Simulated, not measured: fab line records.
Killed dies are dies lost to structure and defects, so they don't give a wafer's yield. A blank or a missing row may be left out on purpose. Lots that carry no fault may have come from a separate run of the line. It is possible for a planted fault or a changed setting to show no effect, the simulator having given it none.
fab line records	flow ritCmos
[record] lots = 7	wafers = 21	lastDay = 7
route steps=202 shown NSD@138 PSD@142 M1@202
lots that met no fault: from a run of the same line without faults
startH: start of the lot's first displayed wafer, in hours after the record's first day	waitH: hours from the lot's prior step to this one	" the same as in the row above	L1.1+2: a single row standing in for several wafers	- no value present, or no start provided	* or withheld: withheld	< > ~ a bound
route shown NAME@n: NAME is a module with steps in the file, n the number in the route of the first one	usual: mean/standard deviation of fault-free wafers	same: alike in all rows	chamber/n: place in a boat	sites: readings site by site	_std_site: standard deviation of those values	_edge_site: the outer-site mean with the inner-site mean subtracted	radiusMm: for every site, how far away it sits from the centre of the wafer	mask NAME#n: copy n	behind: the last tool/chamber to shape the wafer	hold: cause of the lot's hold/its duration in hours/its outcome	device: whichever transistor did not switch (one of n, p or np)	end of line: at the end of the route, the tests of the same wafers	a step given without rows: its recipe and nothing more	killed: dies lost to structure and defects at the first sort, not the wafer's yield	map: a wafer's dies, marking killed ones x, the rest . and places with no die _
set.NAME: setting as actually run; set.NAME@STEP: the setting as run at that earlier step	model.NAME: the simulator's own value behind a step, which no gauge read
certain route steps with their lots: each step a table, each wafer a row
services: a tool's chamber out of use, with start hour (startH, from the record's first day; less than 0 if before it), hours out, and reason
[[steps]]
[step RIT_NSD_HARDBAKE_07]
[recipe] resist = NOVOLAK	tempC = 140	timeS = 60
[step RIT_NSD_IMPLANT_08]
[recipe] species = P	energyKev = 25	doseCm2 = 1e+15	tiltDeg = 7
[step RIT_NSD_STRIP_09]
[recipe] chemistry = O2	timeS = 180	resist = NOVOLAK	platenTempC = withheld	powerW = 500	pressureMtorr = 4000	o2FlowSccm = 4000
[usual] chamberPressureMTorr = 4000/3.8	drypumpMotorCurrentA = 5.4/0.63
lot.wafer	tool	chamber	startH	waitH	chamberPressureMTorr	drypumpMotorCurrentA	rfHoursCounterH
L954.2	plasmaAsher-01	1	58.45	0.1	4002	4.8	27
L954.4	"	0	"	"	4005	5.2	-
L954.6	"	1	"	"	4011	4.8	-
L956.1	plasmaAsher-01	1	67.50	0.1	4002	4.8	27
L956.3	"	1	"	"	3992	4.8	-
L956.4	"	0	"	"	4004	5.2	-
L961.1	plasmaAsher-03	0	94.24	0.1	4001	6.3	44
L961.3	"	1	"	"	3997	5.0	-
L961.4	"	0	"	"	4002	6.3	-
L962.1	plasmaAsher-01	1	99.30	0.1	4001	4.8	30
L962.2	"	0	"	"	4006	5.2	30
L962.3	"	1	"	"	4000	4.8	-
L963.3	plasmaAsher-03	0	106.48	0.1	3995	6.3	-
L963.4	"	1	"	"	4005	5.0	-
L963.5	"	0	"	"	3994	6.2	-
L972.2	plasmaAsher-01	0	153.10	0.1	4007	5.2	36
L972.4	"	1	"	"	4005	4.8	-
L972.6	"	1	"	"	3999	4.8	-
L973.2	plasmaAsher-01	0	158.70	0.1	4000	5.2	36
L973.5	"	0	"	"	4000	5.2	-
L973.6	"	1	"	"	4000	4.8	-
[step RIT_NSD_TW_MEAS_10]
[usual] NSD_TW = 3115/28
lot.wafer	tool	chamber	startH	waitH	NSD_TW
L954.2	filmMetro-03	-	58.63	0.1	3096
L954.4	"	-	"	"	3101
L954.6	"	-	"	"	3093
L956.1	filmMetro-01	-	67.67	0.1	3130
L956.3	"	-	"	"	3112
L956.4	"	-	"	"	3117
L961.1	filmMetro-02	-	94.42	0.1	3167
L961.3	"	-	"	"	3158
L961.4	"	-	"	"	3171
L962.1	filmMetro-01	-	99.48	0.1	3098
L962.2	"	-	"	"	3092
L962.3	"	-	"	"	3104
L963.3	filmMetro-03	-	106.62	0.1	3083
L963.4	"	-	"	"	3098
L963.5	"	-	"	"	3103
L972.2	filmMetro-01	-	153.29	0.1	3086
L972.4	"	-	"	"	3084
L972.6	"	-	"	"	3065
L973.2	filmMetro-03	-	158.88	0.1	3103
L973.5	"	-	"	"	3097
L973.6	"	-	"	"	3095
[step RIT_PSD_HMDS_00]
[recipe] primeTimeS = 60	primeTempC = 140
[step RIT_PSD_COAT_01]
[recipe] resist = NOVOLAK	spinRpm = 3250	resistThkNm = 1000
[step RIT_PSD_SOFTBAKE_02]
[recipe] resist = NOVOLAK	tempC = 90	timeS = 60
[step RIT_PSD_EXPOSE_03]
[recipe] maskId = M10	na = 0.57	targetCdNm = 40900	doseMj = 250
[step RIT_PSD_PEB_04]
[recipe] resist = NOVOLAK	tempC = withheld	timeS = withheld
[step RIT_PSD_DEVELOP_05]
[recipe] resist = NOVOLAK	developTimeS = 50	devTempC = 23
[step RIT_PSD_OVL_MEAS_06]
[usual] PSD_OVL = -0.7/1.6
lot.wafer	tool	chamber	startH	waitH	PSD_OVL[nm]
L954.2	overlay-01	-	59.67	-	1.7
L954.4	"	-	"	"	0.7
L954.6	"	-	"	"	2.2
L956.1	overlay-02	-	68.58	-	-1.8
L956.3	"	-	"	"	-1.0
L956.4	"	-	"	"	-1.6
L961.1	overlay-02	-	95.61	-	-1.9
L961.3	"	-	"	"	-0.7
L961.4	"	-	"	"	-2.8
L962.1	overlay-02	-	100.51	-	1.1
L962.2	"	-	"	"	0.5
L962.3	"	-	"	"	-1.4
L963.3	overlay-01	-	107.65	-	-3.1
L963.4	"	-	"	"	-2.4
L963.5	"	-	"	"	-1.4
L972.2	overlay-01	-	154.32	-	-0.1
L972.4	"	-	"	"	0.4
L972.6	"	-	"	"	-0.1
L973.2	overlay-02	-	159.87	-	1.5
L973.5	"	-	"	"	0.0
L973.6	"	-	"	"	-0.1
[step RIT_PSD_HARDBAKE_07]
[recipe] resist = NOVOLAK	tempC = 140	timeS = 60
[step RIT_PSD_IMPLANT_08]
[recipe] species = BF2	energyKev = 27	doseCm2 = 5e+15	tiltDeg = 7
[usual] doseIonsCm2 = 4.999e+15/5.9e+12
[same] implantIonAmu = 49
lot.wafer	tool	chamber	startH	waitH	doseIonsCm2
L954.2	implanter-01	0	59.87	0.1	4.988e+15
L954.4	"	0	"	"	5.003e+15
L954.6	"	0	"	"	4.986e+15
L956.1	implanter-03	0	68.77	0.1	5.009e+15
L956.3	"	0	"	"	5.004e+15
L956.4	"	0	"	"	4.999e+15
L961.1	implanter-01	0	95.80	0.1	4.766e+15
L961.3	"	0	"	"	4.778e+15
L961.4	"	0	"	"	4.778e+15
L962.1	implanter-01	0	100.70	0.1	4.771e+15
L962.2	"	0	"	"	4.78e+15
L962.3	"	0	"	"	4.78e+15
L963.3	implanter-01	0	107.87	0.1	4.782e+15
L963.4	"	0	"	"	4.77e+15
L963.5	"	0	"	"	4.77e+15
L972.2	implanter-03	0	154.52	0.1	4.996e+15
L972.4	"	0	"	"	5.003e+15
L972.6	"	0	"	"	4.995e+15
L973.2	implanter-02	0	160.08	0.1	5e+15
L973.5	"	0	"	"	4.993e+15
L973.6	"	0	"	"	5.006e+15
[step RIT_PSD_STRIP_09]
[recipe] chemistry = O2	timeS = 180	resist = NOVOLAK	platenTempC = withheld	powerW = 500	pressureMtorr = 4000	o2FlowSccm = 4000
[usual] chamberPressureMTorr = 4000/4	drypumpMotorCurrentA = 5.6/0.64
lot.wafer	tool	chamber	startH	waitH	chamberPressureMTorr	drypumpMotorCurrentA	rfHoursCounterH
L954.2	plasmaAsher-01	1	60.00	0.1	3997	4.8	27
L954.4	"	0	"	"	4000	5.2	-
L954.6	"	0	"	"	3998	5.2	-
L956.1	plasmaAsher-02	0	68.92	0.1	4007	5.3	43
L956.3	"	1	"	"	3994	6.2	-
L956.4	"	0	"	"	3999	5.3	-
L961.1	plasmaAsher-02	1	95.95	0.1	3999	6.2	46
L961.3	"	1	"	"	4004	6.2	-
L961.4	"	0	"	"	4005	5.3	-
L962.1	plasmaAsher-01	0	100.85	0.1	3997	5.2	30
L962.2	"	1	"	"	4001	4.8	30
L962.3	"	1	"	"	3997	4.8	-
L963.3	plasmaAsher-04	0	108.03	0.1	4005	5.0	-
L963.4	"	1	"	"	4000	6.6	-
L963.5	"	1	"	"	4004	6.6	-
L972.2	plasmaAsher-04	1	154.65	0.1	4004	6.5	53
L972.4	"	1	"	"	4002	6.5	-
L972.6	"	0	"	"	4007	5.0	-
L973.2	plasmaAsher-04	1	160.20	0.1	3999	6.6	54
L973.5	"	1	"	"	4003	6.6	-
L973.6	"	0	"	"	4004	5.0	-
[step RIT_M1_PROBE_99]
[usual] killed_at_M0_to_M3 = 0.0/0.12	killedAtFrontEnd = 6.6/2.7	killedDies = 6.6/2.7	killedOpen = 3.3/1.8	killedShort = 3.4/1.9
[same] grossDies = 264	killed_at_M4_up = 0	killedAtBackSide = 0	killedAtContacts = 0	killedAtOther = 0
lot.wafer	tool	chamber	startH	waitH	killed_at_M0_to_M3	killedAtFrontEnd	killedDies	killedOpen	killedShort
L956.1	prober-01	-	78.67	0.1	0	6	6	4	2
L956.3	prober-01	-	78.77	0.2	0	6	6	4	2
L956.4	prober-01	-	78.82	0.2	0	5	5	2	3
L962.1	prober-01	-	109.54	0.1	0	10	10	3	7
L962.2	prober-01	-	109.59	0.1	0	3	3	3	0
L962.3	prober-01	-	109.64	0.2	0	4	4	0	4
L973.2	prober-02	-	168.72	0.1	0	4	4	1	3
L973.5	prober-02	-	168.87	0.2	0	5	5	3	2
L973.6	prober-02	-	168.92	0.2	0	5	5	3	2
// killed by level:class
L956.1 FOX1:geometricParticle:short=1 FOX2:geometricParticle:open=1 GATE:geometricParticle:short=1 GATE:geometricParticle:open=1 SPACER:geometricParticle:open=1 SILICIDE:geometricParticle:open=1
L956.3 GATE:geometricParticle:open=4 GATE:geometricParticle:short=2
L956.4 GATE:geometricParticle:short=3 GATE:geometricParticle:open=2
L962.1 REOX:geometricParticle:short=5 REOX:geometricParticle:open=2 FOX1:geometricParticle:short=1 GATE:geometricParticle:open=1 SPACER:geometricParticle:short=1
L962.2 REOX:geometricParticle:open=2 FOX2:geometricParticle:open=1
L962.3 FOX1:geometricParticle:short=2 FOX2:geometricParticle:short=1 SPACER:geometricParticle:short=1
L973.2 FOX1:geometricParticle:short=2 FOX2:geometricParticle:short=1 SPACER:geometricParticle:open=1
L973.5 SPACER:geometricParticle:short=2 SPACER:geometricParticle:open=2 FOX2:geometricParticle:open=1
L973.6 FOX1:geometricParticle:short=1 GATE:geometricParticle:open=1 REOX:geometricParticle:open=1 SPACER:geometricParticle:open=1 SILICIDE:geometricParticle:short=1
[[services]]
tool	chamber	startH	hours	kind
plasmaAsher-04	-	39.45	0.6	repair
implanter-01	-	42.32	1.7	repair
implanter-03	-	45.40	3.8	pm
implanter-02	-	67.56	1.7	repair
plasmaAsher-01	-	73.99	2.6	repair
implanter-02	-	86.41	3.6	repair
implanter-02	-	90.02	4.2	pm
implanter-01	-	103.71	3.1	repair
plasmaAsher-02	-	108.75	9.0	pm
plasmaAsher-02	0	108.75	9.0	ventCycle
plasmaAsher-02	1	108.75	9.0	ventCycle
plasmaAsher-03	-	111.94	2.0	repair
plasmaAsher-02	0	117.75	-	clean
plasmaAsher-02	1	117.75	-	clean
plasmaAsher-01	-	137.35	4.3	pm
plasmaAsher-03	-	139.40	2.8	pm
[[key]]
[firstSign] step = RIT_PSD_IMPLANT_08	reading = doseIonsCm2	direction = down	sigmas = 38	usual = 4.999e+15	struck = 4.775e+15
effect none on later readings
metAt RIT_PSD_IMPLANT_08
struckWafers L961.1,L961.3,L961.4,L962.1,L962.2,L962.3,L963.3,L963.4,L963.5
testerLeftOut L961,L962,L963
onsetBetween 59.87 95.80
[fault] kind = processParameterDrift	tool = implanter-01	chamber = -	onsetH = 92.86	steps = RIT_PSD_IMPLANT_08	channel = doseCm2	offset = -2.2637e+14	shape = step	endH = 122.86	actsIn = theseRecipesOnly	stated = 5e+15
// testerLeftOut: of these lots the tester's yield and bins aren't shown, on N5 and GAA mostly nor the transistor test; their killed dies are dies lost to structure and defects alone, not to doping, threshold or leakage, so they don't give the yield
